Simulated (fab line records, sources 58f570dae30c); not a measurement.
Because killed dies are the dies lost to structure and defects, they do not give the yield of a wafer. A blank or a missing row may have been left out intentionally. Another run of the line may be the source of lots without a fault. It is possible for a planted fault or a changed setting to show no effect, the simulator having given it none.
The same fault as seen by 2 desks	flow berkeley cmos170	what lay behind the numbers comes last; until then each desk has only its own

== FOR THE TOOL OWNER'S DESK: furnace-04 ==
The tool's own readings at UCB170_SCREENOX_OXIDATION_01 (target thk 14.4 nm, ox time 2400 s): means of the sampled wafers that have a number, for each lot that ran on this tool. The brackets show how far a lot's mean lies from the usual mean; more than 4 standard deviations puts the lot out of limits, marked OUT.
Columns: A = ox temp c at UCB170_SCREENOX_OXIDATION_01, usual 900.0 C; B = ox temp c max at UCB170_SCREENOX_OXIDATION_01, usual 904.2; C = tube center temp C at UCB170_SCREENOX_OXIDATION_01, usual 899.99 C
lot	first seen here	A	B	C
L449	day 7 16:56	899.9	903.0	899.98
L463	day 11 07:40	900.0	903.3	900.04
This desk's verdict: no lot among the 2 shows anything out of limits.

== FROM THE METROLOGY DESK ==
Means of the sampled wafers that have a number, per lot and without regard to the tool the lot ran on: this is what the gauges read. The brackets show how far a lot's mean lies from the usual mean; more than 4 standard deviations puts the lot out of limits, marked OUT.
Columns: A = FIELD_OXIDE_THK at UCB170_FIELD_THK_MEAS_02, usual 561 nm; B = FIELD_OXIDE_LEFT_1_THK at UCB170_FIELD_THK_MEAS_90, usual 444 nm; C = SACOX_OXIDE_THK at UCB170_SACOX_THK_MEAS_02, usual 14.20 nm
lot	first seen here	A	B	C
L449	day 6 21:52	555	440	14.19
L454	day 7 16:57	553	435	14.12
L453	day 7 21:41	558	442	14.10
L463	day 10 01:56	558	442	14.21
L464	day 10 20:41	567	449	13.94
L466	day 10 20:41	566	447	13.85
This desk's verdict: no lot among the 6 shows anything out of limits.

== BROUGHT TOGETHER ==
The tool owner's desk saw nothing out of limits.
Nothing out of limits was seen by the metrology desk.

== WHAT THE SIMULATOR HAD PUT IN ==
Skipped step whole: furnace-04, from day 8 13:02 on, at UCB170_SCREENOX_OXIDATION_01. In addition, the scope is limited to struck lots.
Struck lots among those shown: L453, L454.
